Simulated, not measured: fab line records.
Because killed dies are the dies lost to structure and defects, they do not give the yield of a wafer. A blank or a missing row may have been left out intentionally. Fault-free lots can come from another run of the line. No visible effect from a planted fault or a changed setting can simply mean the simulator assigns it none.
Struck lot and sound lot, side by side ; flow rit cmos ; 15 out of 202 route steps
Sound: the wafers L640.1, L640.4, L640.6. The struck wafers were L649.2, L649.4, L649.5. Last of all comes the cause.
Order at every step that has rows: each side's tool, ch and its chambers, its first start. Under that, the readings that differ: sound wafers ; struck wafers ; difference of the means ; sigmas: that difference in standard deviations of wafers without a fault.
alike: same words and numbers on both sides, and readings whose means sit less than 2 such deviations apart. not compared: any withheld reading, any reading some wafer has no value for, any bound like >300 that may hide the same value, and any number with overlapping values for which the record gives no deviation.
Wherever a step has rows on one side only, a row that says differs or no value, or a row with sigmas, the two part there. When numbers do not overlap yet have no deviation, they are printed without sigmas and do not part them. A reading missing from all wafers of one side parts the sides only when that side holds two or more wafers.

first, 1 step without rows for these wafers: RIT_NWELL_IMPLANT_08.
RIT_NWELL_STRIP_09: strips in O2, time 180 s.
  sound on plasma asher-03 ch 0,1, day 3 10:52; struck on plasma asher-04 ch 0,1, day 5 02:24
reading;sound;struck;difference;sigmas
drypump motor current A (A);5.4 5.4 5.9;6.7 6.4 6.4;+0.9;+2
  alike: o2 flow sccm
  not compared: rf hours counter h
RIT_NWELL_TW_MEAS_10:
  sound: film metro-01 at day 3 11:02; struck: film metro-01 at day 5 02:35
  alike: NWELL_TW
then, 6 steps without rows for these wafers: RIT_PWELL_HMDS_00 (prime time 60 s); RIT_PWELL_COAT_01 (resist thk 1300 nm); RIT_PWELL_SOFTBAKE_02 (time 60 s); RIT_PWELL_EXPOSE_03 (exposes mask M3, target cd 43700 nm); RIT_PWELL_PEB_04; RIT_PWELL_DEVELOP_05 (develop time 68 s).
RIT_PWELL_OVL_MEAS_06:
  sound: overlay-01 at day 3 12:11; struck: overlay-01 at day 5 03:49
  alike: PWELL_OVL
then, 2 steps without rows for these wafers: RIT_PWELL_HARDBAKE_07 (time 120 s); RIT_PWELL_IMPLANT_08.
RIT_PWELL_STRIP_09: strips in O2, time 180 s.
  sound on plasma asher-01 ch 1, day 3 12:37; struck on plasma asher-03 ch 1, day 5 04:30
reading;sound;struck;difference;sigmas
o2 flow sccm (sccm);4006 3998 4000;4796 4814 4795;+800;+67
  alike: drypump motor current A
  not compared: rf hours counter h
RIT_PWELL_TW_MEAS_10:
  sound: film metro-03 at day 3 12:48; struck: film metro-01 at day 5 04:41
  alike: PWELL_TW
RIT_M1_PROBE_99:
  the record holds rows for the sound wafers here (prober-02, day 5 06:31) but none for the struck ones

WHERE THEY PART
At RIT_NWELL_STRIP_09 first; at RIT_M1_PROBE_99 last (within this record only).

WHY: what had been put in by the simulator
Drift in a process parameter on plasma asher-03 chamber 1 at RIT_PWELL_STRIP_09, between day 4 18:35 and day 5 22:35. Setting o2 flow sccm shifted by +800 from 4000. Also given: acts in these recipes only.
